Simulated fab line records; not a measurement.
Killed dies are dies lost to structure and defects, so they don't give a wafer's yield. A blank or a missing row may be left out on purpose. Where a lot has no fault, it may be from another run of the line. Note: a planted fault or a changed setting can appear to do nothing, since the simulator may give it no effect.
Check of tool commonality / flow berkeley-cmos170 / Lots sampled 14, wafers sampled 42

WHY IT WAS OPENED
Of 14 lots, 2 have the reading M2_AL_RS flagged at UCB170_M2_RS_MEAS_02. Wafers without a fault read 0.0321 ohm/sq, standard deviation 0.00032.
Rule: flag the lot when none of its wafers has a number, or when each of its wafers that has one lies beyond 4 standard deviations from that mean. As for the other lots, they are considered sound.

lot=L176; measured=day 8 02:44; on=film-metro-03; M2_AL_RS (ohm/sq), wafer by wafer=0.0322 0.0325 0.0320; flag=
lot=L175; measured=day 8 03:00; on=film-metro-02; M2_AL_RS (ohm/sq), wafer by wafer=0.0316 0.0314 0.0315; flag=
lot=L177; measured=day 8 21:05; on=film-metro-02; M2_AL_RS (ohm/sq), wafer by wafer=0.0323 0.0320 0.0323; flag=
lot=L179; measured=day 9 04:16; on=film-metro-03; M2_AL_RS (ohm/sq), wafer by wafer=0.0314 0.0318 0.0313; flag=
lot=L180; measured=day 9 04:24; on=film-metro-04; M2_AL_RS (ohm/sq), wafer by wafer=0.0322 0.0320 0.0320; flag=
lot=L181; measured=day 9 10:16; on=film-metro-04; M2_AL_RS (ohm/sq), wafer by wafer=0.0318 0.0316 0.0319; flag=
lot=L182; measured=day 9 23:34; on=film-metro-04; M2_AL_RS (ohm/sq), wafer by wafer=0.0323 0.0323 0.0323; flag=
lot=L183; measured=day 9 23:59; on=film-metro-03; M2_AL_RS (ohm/sq), wafer by wafer=0.0159 0.0159 0.0158; flag=FLAGGED
lot=L185; measured=day 10 09:29; on=film-metro-03; M2_AL_RS (ohm/sq), wafer by wafer=0.0324 0.0321 0.0321; flag=
lot=L189; measured=day 11 02:31; on=film-metro-04; M2_AL_RS (ohm/sq), wafer by wafer=0.0324 0.0322 0.0324; flag=
lot=L190; measured=day 11 16:49; on=film-metro-03; M2_AL_RS (ohm/sq), wafer by wafer=0.0324 0.0321 0.0325; flag=
lot=L195; measured=day 12 02:37; on=film-metro-02; M2_AL_RS (ohm/sq), wafer by wafer=0.0320 0.0320 0.0323; flag=
lot=L193; measured=day 12 06:56; on=film-metro-04; M2_AL_RS (ohm/sq), wafer by wafer=0.0160 0.0159 0.0159; flag=FLAGGED
lot=L196; measured=day 12 07:04; on=film-metro-03; M2_AL_RS (ohm/sq), wafer by wafer=0.0319 0.0320 0.0320; flag=
Average over the flagged lots: 0.0159 ohm/sq; offset from the usual -0.0162 ohm/sq, equal to -51 standard deviations.

WHICH TOOL EACH LOT WENT THROUGH
Before the reading, the record contains 3 process steps out of a 331-step route. Every cell lists first the tool, next ch and the chambers used by the sampled wafers, and last the start.
lot=L176; flag=; UCB170_CONTACT_STRIP_19=plasma-asher-02 ch 0,1, day 7 16:21; UCB170_M1_SPUTTER_00=pvd-sputter-01, day 7 16:44; UCB170_M2_SPUTTER_01=pvd-sputter-02, day 8 02:39
lot=L175; flag=; UCB170_CONTACT_STRIP_19=plasma-asher-02 ch 0,1, day 7 18:08; UCB170_M1_SPUTTER_00=pvd-sputter-03, day 7 18:32; UCB170_M2_SPUTTER_01=pvd-sputter-03, day 8 02:53
lot=L177; flag=; UCB170_CONTACT_STRIP_19=plasma-asher-01 ch 0,1, day 8 07:06; UCB170_M1_SPUTTER_00=pvd-sputter-02, day 8 07:28; UCB170_M2_SPUTTER_01=pvd-sputter-02, day 8 20:58
lot=L179; flag=; UCB170_CONTACT_STRIP_19=plasma-asher-04 ch 0,1, day 8 18:53; UCB170_M1_SPUTTER_00=pvd-sputter-01, day 8 19:19; UCB170_M2_SPUTTER_01=pvd-sputter-02, day 9 04:10
lot=L180; flag=; UCB170_CONTACT_STRIP_19=plasma-asher-02 ch 0,1, day 8 17:17; UCB170_M1_SPUTTER_00=pvd-sputter-02, day 8 17:42; UCB170_M2_SPUTTER_01=pvd-sputter-04, day 9 04:16
lot=L181; flag=; UCB170_CONTACT_STRIP_19=plasma-asher-01 ch 0,1, day 8 22:23; UCB170_M1_SPUTTER_00=pvd-sputter-01, day 8 22:47; UCB170_M2_SPUTTER_01=pvd-sputter-02, day 9 10:11
lot=L182; flag=; UCB170_CONTACT_STRIP_19=plasma-asher-04 ch 0,1, day 9 11:20; UCB170_M1_SPUTTER_00=pvd-sputter-01, day 9 13:57; UCB170_M2_SPUTTER_01=pvd-sputter-03, day 9 23:27
lot=L183; flag=FLAGGED; UCB170_CONTACT_STRIP_19=plasma-asher-01 ch 1, day 9 11:32; UCB170_M1_SPUTTER_00=pvd-sputter-03, day 9 13:57; UCB170_M2_SPUTTER_01=pvd-sputter-02, day 9 23:38
lot=L185; flag=; UCB170_CONTACT_STRIP_19=plasma-asher-01 ch 0,1, day 9 22:21; UCB170_M1_SPUTTER_00=pvd-sputter-02, day 9 22:43; UCB170_M2_SPUTTER_01=pvd-sputter-04, day 10 09:22
lot=L189; flag=; UCB170_CONTACT_STRIP_19=plasma-asher-02 ch 0,1, day 10 16:14; UCB170_M1_SPUTTER_00=pvd-sputter-01, day 10 16:37; UCB170_M2_SPUTTER_01=pvd-sputter-04, day 11 02:26
lot=L190; flag=; UCB170_CONTACT_STRIP_19=plasma-asher-02 ch 0,1, day 11 06:13; UCB170_M1_SPUTTER_00=pvd-sputter-01, day 11 06:49; UCB170_M2_SPUTTER_01=pvd-sputter-04, day 11 16:44
lot=L195; flag=; UCB170_CONTACT_STRIP_19=plasma-asher-01 ch 0,1, day 11 16:09; UCB170_M1_SPUTTER_00=pvd-sputter-03, day 11 16:34; UCB170_M2_SPUTTER_01=pvd-sputter-02, day 12 02:31
lot=L193; flag=FLAGGED; UCB170_CONTACT_STRIP_19=plasma-asher-04 ch 0,1, day 11 19:13; UCB170_M1_SPUTTER_00=pvd-sputter-01, day 11 19:37; UCB170_M2_SPUTTER_01=pvd-sputter-03, day 12 06:28
lot=L196; flag=; UCB170_CONTACT_STRIP_19=plasma-asher-02 ch 0,1, day 11 21:36; UCB170_M1_SPUTTER_00=pvd-sputter-02, day 11 22:01; UCB170_M2_SPUTTER_01=pvd-sputter-04, day 12 06:57
What these steps do:
- UCB170_CONTACT_STRIP_19: strips in O2.
- UCB170_M1_SPUTTER_00: material Al, target thk 600 nm, time 80 s.
- UCB170_M2_SPUTTER_01: material Al, target thk 900 nm, time 120 s.
- UCB170_M2_RS_MEAS_02: measures by four-point-probe.

FLAGGED OVER TOTAL, TOOL BY TOOL (the gauges that took the reading come last)
step=UCB170_CONTACT_STRIP_19; tool=plasma-asher-01; lots run=5; flagged=1; share of the flagged lots=some; sound lots run after its first flagged lot=2 (L185,L195)
step=UCB170_CONTACT_STRIP_19; tool=plasma-asher-02; lots run=6; flagged=0; share of the flagged lots=none; sound lots run after its first flagged lot=-
step=UCB170_CONTACT_STRIP_19; tool=plasma-asher-04; lots run=3; flagged=1; share of the flagged lots=some; sound lots run after its first flagged lot=0
step=UCB170_M1_SPUTTER_00; tool=pvd-sputter-01; lots run=7; flagged=1; share of the flagged lots=some; sound lots run after its first flagged lot=0
step=UCB170_M1_SPUTTER_00; tool=pvd-sputter-02; lots run=4; flagged=0; share of the flagged lots=none; sound lots run after its first flagged lot=-
step=UCB170_M1_SPUTTER_00; tool=pvd-sputter-03; lots run=3; flagged=1; share of the flagged lots=some; sound lots run after its first flagged lot=1 (L195)
step=UCB170_M2_SPUTTER_01; tool=pvd-sputter-02; lots run=6; flagged=1; share of the flagged lots=some; sound lots run after its first flagged lot=1 (L195)
step=UCB170_M2_SPUTTER_01; tool=pvd-sputter-03; lots run=3; flagged=1; share of the flagged lots=some; sound lots run after its first flagged lot=0
step=UCB170_M2_SPUTTER_01; tool=pvd-sputter-04; lots run=5; flagged=0; share of the flagged lots=none; sound lots run after its first flagged lot=-
step=UCB170_M2_RS_MEAS_02; tool=film-metro-02; lots run=3; flagged=0; share of the flagged lots=none; sound lots run after its first flagged lot=-
step=UCB170_M2_RS_MEAS_02; tool=film-metro-03; lots run=6; flagged=1; share of the flagged lots=some; sound lots run after its first flagged lot=3 (L185,L190,L196)
step=UCB170_M2_RS_MEAS_02; tool=film-metro-04; lots run=5; flagged=1; share of the flagged lots=some; sound lots run after its first flagged lot=0

THE TABLE: WHAT IT ALLOWS
No row of the table ran every flagged lot.

WHAT WAS PUT IN BY THE SIMULATOR
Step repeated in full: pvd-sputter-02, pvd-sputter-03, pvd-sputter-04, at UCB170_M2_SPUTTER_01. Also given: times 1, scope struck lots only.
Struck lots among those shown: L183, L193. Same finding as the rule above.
